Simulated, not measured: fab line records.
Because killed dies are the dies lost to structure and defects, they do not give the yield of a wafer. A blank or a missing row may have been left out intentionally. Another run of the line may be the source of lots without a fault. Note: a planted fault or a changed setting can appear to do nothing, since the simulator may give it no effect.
Which tool was responsible? | flow ritCmos | 7 lots, 21 wafers sampled, at 2 steps of a route of 202

## WHAT THE GAUGES SHOWED, per wafer
RIT_GATE_THK_MEAS_09.
lot  | measured    | on           | GATE_POLY_THK (nm)
L879 | day 2 20:11 | filmMetro-01 | 253.5 252.4 252.8
L881 | day 3 03:32 | filmMetro-04 | 248.9 250.8 249.9
L883 | day 3 14:57 | filmMetro-04 | 250.1 253.2 252.8
L887 | day 4 09:31 | filmMetro-02 | 246.5 250.5 249.9
L890 | day 4 22:52 | filmMetro-04 | 247.4 248.8 247.3
L896 | day 6 07:12 | filmMetro-02 | 250.9 248.9 249.2
L901 | day 7 06:18 | filmMetro-01 | 189.4 187.5 187.8

## EACH LOT AND THE TOOL THAT RAN IT (in order: tool; ch and the chambers of the sampled wafers; start)
lot  | RIT_GATE_CVD_08
L879 | lpcvd-02 ch 0, day 2 18:34
L881 | lpcvd-01 ch 0, day 3 01:55
L883 | lpcvd-02 ch 1, day 3 12:31
L887 | lpcvd-02 ch 1, day 4 07:05
L890 | lpcvd-02 ch 1, day 4 21:14
L896 | lpcvd-01 ch 1, day 6 04:46
L901 | lpcvd-01 ch 1, day 7 04:41
- RIT_GATE_CVD_08: deposits poly-Si from SiH4, target thk 250 nm, time 2220 s.

## THE ANSWER, worked out from the rows above alone
Rule: the usual values come from the lots themselves. The widest of any qualifying gaps counts: lots, ordered by their means at a reading, are off when they make up no more than a third of the lots, leave a main group of 4 or more, and stand apart from it by 3 or more times the standard deviation of that group's means. A main group whose means are all the same, to the digits that the tables above print for the reading, isn't used. Also off: a lot with no number at a reading for which 4 or more lots have one. Where the step has rows for the other lots, those lots are counted as sound.
Off: L901, seen at RIT_GATE_THK_MEAS_09 (GATE_POLY_THK). The main group: mean 250.2 nm, standard deviation 1.7.
If a tool, at a process step before that reading, ran all the lots that are off and no sound lot after the first of them, it fits. The gauges at RIT_GATE_THK_MEAS_09 are tried like those tools. Can't be told from this: 2 tools fit, lpcvd-01 at RIT_GATE_CVD_08, filmMetro-01 at RIT_GATE_THK_MEAS_09.

## WHAT THE SIMULATOR HAD PUT IN
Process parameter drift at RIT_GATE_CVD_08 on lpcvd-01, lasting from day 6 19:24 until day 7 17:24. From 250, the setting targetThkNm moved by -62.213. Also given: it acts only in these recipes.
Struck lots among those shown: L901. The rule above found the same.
